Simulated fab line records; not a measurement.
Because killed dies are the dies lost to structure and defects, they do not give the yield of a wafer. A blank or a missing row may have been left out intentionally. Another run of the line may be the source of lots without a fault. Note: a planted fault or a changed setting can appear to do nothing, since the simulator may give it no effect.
Matching of chambers + flow berkeley-cmos170 + rie-diel-04 running UCB170_SPACER_ETCHBACK_03: 4 sister chambers
The step etches SiO2 in CHF3/CF4/Ar, stops on Si, target depth 376 nm, time 100 s. 8 wafers are shown with their chamber, then 6 later ones without.

== WAFERS PAIRED WITH THEIR CHAMBERS ==
| wafer  | chamber | drypump-motor-current-A (A) | throttle-valve-pct (%) |
|--------|---------|-----------------------------|------------------------|
| L639.1 | 1       | 6.4                         | 6.53                   |
| L642.1 | 0       | 6.0                         | 6.52                   |
| L642.3 | 1       | 6.3                         | 6.53                   |
| L647.4 | 0       | 6.0                         | 6.54                   |
| L645.1 | 2       | 6.3                         | 6.50                   |
| L645.5 | 3       | 5.3                         | 6.30                   |
| L648.3 | 2       | 6.3                         | 6.50                   |
| L648.4 | 3       | 5.3                         | 6.32                   |

== WAFERS WHOSE CHAMBER IS MISSING ==
| wafer  | drypump-motor-current-A (A) | throttle-valve-pct (%) |
|--------|-----------------------------|------------------------|
| L648.6 | 6.3                         | 6.48                   |
| L649.2 | 6.4                         | 6.51                   |
| L649.5 | 6.4                         | 6.53                   |
| L656.1 | 5.9                         | 6.54                   |
| L656.4 | 5.3                         | 6.31                   |
| L656.5 | 6.4                         | 6.52                   |

== WHICH CHAMBER EACH ONE RAN IN ==
| wafer  | from the rows above     | in truth |
|--------|-------------------------|----------|
| L648.6 | 2                       | 2        |
| L649.2 | can't be placed: 1 or 2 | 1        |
| L649.5 | 1                       | 1        |
| L656.1 | 0                       | 0        |
| L656.4 | 3                       | 3        |
| L656.5 | can't be placed: 1 or 2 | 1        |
4 of 6 placed correctly. Unplaceable from these rows: 2, with the true chamber sitting among the candidates in 2. Wrongly placed: 0.
How it was worked out, from the rows above alone: a wafer's distance from a chamber is the root of the sum, over the readings, of the square of ((its reading less the chamber's mean) divided by the reading's scatter). The wafer belongs to the nearest chamber; if the next one is less than 2 further off, it can't be placed. The mean given for a chamber averages the wafers shown for that chamber. How the scatter is found: for the shown wafers, subtract from each reading the mean of its chamber, square and add these, divide the total by (wafers less chambers), then take the root.
